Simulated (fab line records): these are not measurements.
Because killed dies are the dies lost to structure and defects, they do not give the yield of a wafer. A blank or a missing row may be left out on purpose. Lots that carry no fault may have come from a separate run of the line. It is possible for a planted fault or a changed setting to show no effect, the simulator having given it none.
Which tool is to blame? | flow berkeley cmos170 | Sampling: 14 lots, 42 wafers, 4 of 331 route steps

WHAT THE GAUGES READ, wafer by wafer
UCB170_PFIELD_OVL_MEAS_06. Usual: PFIELD_OVL typically reads -1 nm, with standard deviation 4.8.
lot  | measured    | on         | PFIELD_OVL (nm) | flag
L161 | day 5 09:49 | overlay-01 | -5 0 -3         |
L162 | day 5 18:56 | overlay-02 | -8 -3 -7        |
L165 | day 5 19:11 | overlay-02 | 0 1 2           |
L176 | day 8 07:38 | overlay-02 | -1 -1 -1        |
L177 | day 8 07:22 | overlay-02 | 5 -2 -8         |
L179 | day 8 20:27 | overlay-02 | 1 -9 2          |
L178 | day 8 19:54 | overlay-02 | -3 -4 -4        |
L180 | day 8 20:11 | overlay-02 | -2 -3 -2        |
L181 | day 9 08:24 | overlay-02 | 9 1 4           |
L182 | day 9 09:29 | overlay-02 | 1 -2 2          |
L183 | day 9 09:13 | overlay-02 | -6 -3 -4        |
L184 | day 9 19:56 | overlay-02 | 3 8 2           |

UCB170_V1_CD_MEAS_12 targets a cd of 700 nm. Usual: cd nm at 700.0 nm, with a standard deviation of 1.8.
lot  | measured     | on        | cd nm (nm)        | flag
L161 | day 8 23:38  | cd sem-02 | 696.8 698.3 698.6 |
L162 | day 9 15:10  | cd sem-02 | 696.1 697.5 696.9 |
L165 | day 9 12:51  | cd sem-02 | 703.8 703.3 702.9 |
L176 | day 11 18:46 | cd sem-02 | 697.5 698.9 699.3 |
L177 | day 11 16:46 | cd sem-02 | 702.2 701.6 702.0 |
L179 | day 12 22:22 | cd sem-01 | 697.9 699.3 697.5 |
L178 | day 12 22:35 | cd sem-01 | 699.0 698.5 700.6 |
L180 | day 12 22:09 | cd sem-01 | 700.6 702.2 701.0 |
L181 | day 13 13:26 | cd sem-01 | 702.4 700.4 701.1 |
L182 | day 13 13:59 | cd sem-01 | 698.1 699.2 699.5 |
L183 | day 13 09:23 | cd sem-01 | 699.2 699.2 697.9 |
L184 | day 13 13:52 | cd sem-01 | 701.2 699.9 699.7 |

TOOL THAT RAN EACH LOT (tool first, then ch and the chambers of the sampled wafers, then the start)
lot  | UCB170_NWELL_STRIP_15               | UCB170_ACTIVE_STRIP_16
L161 | plasma asher-01 ch 0,1, day 2 20:38 | plasma asher-01 ch 1, day 5 08:35
L162 | plasma asher-03 ch 0, day 3 02:38   | plasma asher-02 ch 0,1, day 5 16:31
L165 | plasma asher-03 ch 0,1, day 3 11:13 | plasma asher-04 ch 0,1, day 5 16:46
L170 | plasma asher-03 ch 0,1, day 4 10:55 | -
L171 | plasma asher-02 ch 0,1, day 4 18:33 | -
L176 | plasma asher-02 ch 0,1, day 5 22:04 | plasma asher-01 ch 0,1, day 8 05:25
L177 | plasma asher-01 ch 0,1, day 5 22:20 | plasma asher-02 ch 0,1, day 8 05:10
L179 | plasma asher-03 ch 0,1, day 6 05:44 | plasma asher-02 ch 0,1, day 8 17:52
L178 | plasma asher-01 ch 0,1, day 6 06:01 | plasma asher-02 ch 0,1, day 8 16:59
L180 | plasma asher-02 ch 0,1, day 6 12:42 | plasma asher-04 ch 0,1, day 8 17:08
L181 | plasma asher-02 ch 0,1, day 6 16:47 | plasma asher-02 ch 1, day 9 05:49
L182 | plasma asher-02 ch 0,1, day 7 01:31 | plasma asher-04 ch 0,1, day 9 06:32
L183 | plasma asher-03 ch 0,1, day 7 01:43 | plasma asher-01 ch 0,1, day 9 06:11
L184 | plasma asher-02 ch 0,1, day 7 12:04 | plasma asher-01 ch 0,1, day 9 17:58
- UCB170_NWELL_STRIP_15: strips in O2.
- UCB170_ACTIVE_STRIP_16: strips in O2.

AS READ BY THE TOOLS THEMSELVES (means over the sampled wafers that have a number; for cases with no such wafer, the mark the record gives instead)
UCB170_NWELL_STRIP_15. Usual: chamber pressure mTorr 3500 mTorr, standard deviation 3.3; drypump motor current A 5.6 A, standard deviation 0.42; oes product au 0.721 a.u., standard deviation 0.005; strip time to endpoint s 18.00 s, standard deviation 0.091.
lot  | tool            | chamber pressure mTorr (mTorr) | drypump motor current A (A) | oes product au (a.u.) | strip time to endpoint s (s) | flag
L161 | plasma asher-01 | 3499                           | 5.3                         | 0.722                 | 18.13                        |
L162 | plasma asher-03 | 3497                           | 5.6                         | 0.725                 | 18.01                        |
L165 | plasma asher-03 | 3501                           | 5.7                         | 0.721                 | 18.09                        |
L170 | plasma asher-03 | -                              | -                           | -                     | -                            | OFF
L171 | plasma asher-02 | -                              | -                           | -                     | -                            | OFF
L176 | plasma asher-02 | 3499                           | 5.5                         | 0.725                 | 17.94                        |
L177 | plasma asher-01 | 3502                           | 5.3                         | 0.722                 | 17.98                        |
L179 | plasma asher-03 | 3502                           | 5.7                         | 0.722                 | 18.01                        |
L178 | plasma asher-01 | 3496                           | 5.3                         | 0.721                 | 18.03                        |
L180 | plasma asher-02 | 3498                           | 5.5                         | 0.725                 | 17.85                        |
L181 | plasma asher-02 | 3499                           | 5.5                         | 0.724                 | 18.06                        |
L182 | plasma asher-02 | 3499                           | 5.8                         | 0.721                 | 17.89                        |
L183 | plasma asher-03 | 3502                           | 5.7                         | 0.723                 | 18.07                        |
L184 | plasma asher-02 | 3502                           | 5.8                         | 0.719                 | 18.02                        |

UCB170_ACTIVE_STRIP_16. Usual: chamber pressure mTorr 3499.8 mTorr, standard deviation 2.8; drypump motor current A 5.4 A, standard deviation 0.44; oes product au 0.721 a.u., standard deviation 0.0043; strip time to endpoint s 18.04 s, standard deviation 0.083.
lot  | tool            | chamber pressure mTorr (mTorr) | drypump motor current A (A) | oes product au (a.u.) | strip time to endpoint s (s) | flag
L161 | plasma asher-01 | 3501.2                         | 5.6                         | 0.722                 | 17.92                        |
L162 | plasma asher-02 | 3500.7                         | 5.5                         | 0.722                 | 18.05                        |
L165 | plasma asher-04 | 3499.1                         | 5.1                         | 0.720                 | 17.90                        |
L176 | plasma asher-01 | 3500.9                         | 5.5                         | 0.721                 | 18.07                        |
L177 | plasma asher-02 | 3498.2                         | 5.8                         | 0.724                 | 18.14                        |
L179 | plasma asher-02 | 3501.6                         | 5.5                         | 0.722                 | 18.02                        |
L178 | plasma asher-02 | 3500.4                         | 5.9                         | 0.719                 | 18.08                        |
L180 | plasma asher-04 | 3499.2                         | 5.3                         | 0.722                 | 18.04                        |
L181 | plasma asher-02 | 3499.4                         | 5.1                         | 0.719                 | 18.09                        |
L182 | plasma asher-04 | 3499.5                         | 5.3                         | 0.721                 | 17.89                        |
L183 | plasma asher-01 | 3498.7                         | 5.5                         | 0.716                 | 18.15                        |
L184 | plasma asher-01 | 3499.3                         | 5.4                         | 0.721                 | 18.16                        |

THE ANSWER, worked out from the rows above alone
Rule: take the mean of a lot's wafers that have a number; if it is more than 3 standard deviations from the usual mean, the lot is off. A lot without any number at a reading at which 4 lots or more have one is off too. Any other lot the step has rows for is counted as sound. After the gauges, taken in route order, come the tools' own readings; for these a lot's mean is taken, as printed above. At the first step where some lot is off, the reading lying furthest off is the one used; lots without a number count as furthest.
Off: L170, L171 (UCB170_NWELL_STRIP_15, chamber pressure mTorr). Without a number there: L170, L171.
A tool fits if, at that step or a process step before it, it ran every lot that is off, and no sound lot after the first of them. No candidate that was tried fits.

WHAT THE SIMULATOR HAD PUT IN
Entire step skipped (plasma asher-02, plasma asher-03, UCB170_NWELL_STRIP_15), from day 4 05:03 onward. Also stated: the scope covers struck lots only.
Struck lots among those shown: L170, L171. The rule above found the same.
